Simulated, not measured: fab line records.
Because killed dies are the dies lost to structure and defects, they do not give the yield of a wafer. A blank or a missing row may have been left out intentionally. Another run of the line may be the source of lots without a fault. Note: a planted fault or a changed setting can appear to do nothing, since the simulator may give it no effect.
Chamber matching || flow berkeley_cmos170 || UCB170_ZERO_ETCH_06 on rie_diel-01 has 4 sister chambers
The step etches SiO2 in CHF3/CF4/Ar, time 12 s. 4 wafers are shown with their chamber, then 8 later ones without.

== EACH WAFER AND ITS CHAMBER ==
{"wafer": "L081.2", "chamber": 2, "throttle_valve_pct (%)": 9.15}
{"wafer": "L081.4", "chamber": 1, "throttle_valve_pct (%)": 9.32}
{"wafer": "L081.5", "chamber": 3, "throttle_valve_pct (%)": 9.30}
{"wafer": "L083.1", "chamber": 0, "throttle_valve_pct (%)": 9.45}

== WAFERS WITH NO CHAMBER GIVEN ==
{"wafer": "L083.3", "throttle_valve_pct (%)": 9.29}
{"wafer": "L083.4", "throttle_valve_pct (%)": 9.14}
{"wafer": "L088.1", "throttle_valve_pct (%)": 9.15}
{"wafer": "L088.3", "throttle_valve_pct (%)": 9.42}
{"wafer": "L088.5", "throttle_valve_pct (%)": 9.45}
{"wafer": "L090.2", "throttle_valve_pct (%)": 9.30}
{"wafer": "L090.5", "throttle_valve_pct (%)": 9.43}
{"wafer": "L090.6", "throttle_valve_pct (%)": 9.28}

== WHICH CHAMBER EACH ONE RAN IN ==
{"wafer": "L083.3", "from the rows above": "can't be placed: 3 or 1", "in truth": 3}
{"wafer": "L083.4", "from the rows above": 2, "in truth": 2}
{"wafer": "L088.1", "from the rows above": 2, "in truth": 2}
{"wafer": "L088.3", "from the rows above": 0, "in truth": 0}
{"wafer": "L088.5", "from the rows above": 0, "in truth": 0}
{"wafer": "L090.2", "from the rows above": "can't be placed: 3 or 1", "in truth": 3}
{"wafer": "L090.5", "from the rows above": 0, "in truth": 0}
{"wafer": "L090.6", "from the rows above": "can't be placed: 3 or 1", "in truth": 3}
Placed correctly: 5 of 8. Cannot be placed on the basis of these rows: 3; the candidates contain the true chamber in 3. Number placed wrongly: 0.
How it was worked out, from the rows above alone: a wafer's distance from a chamber is the root of the sum, over the readings, of the square of ((its reading less the chamber's mean) divided by the reading's scatter). If the next closest chamber is less than 2 further off than the closest, the wafer can't be placed; otherwise it belongs to the closest. The mean given for a chamber averages the wafers shown for that chamber. The scatter (one wafer shown for each chamber): square how far every hidden wafer sits from the nearest shown wafer, average those squares and take the square root.
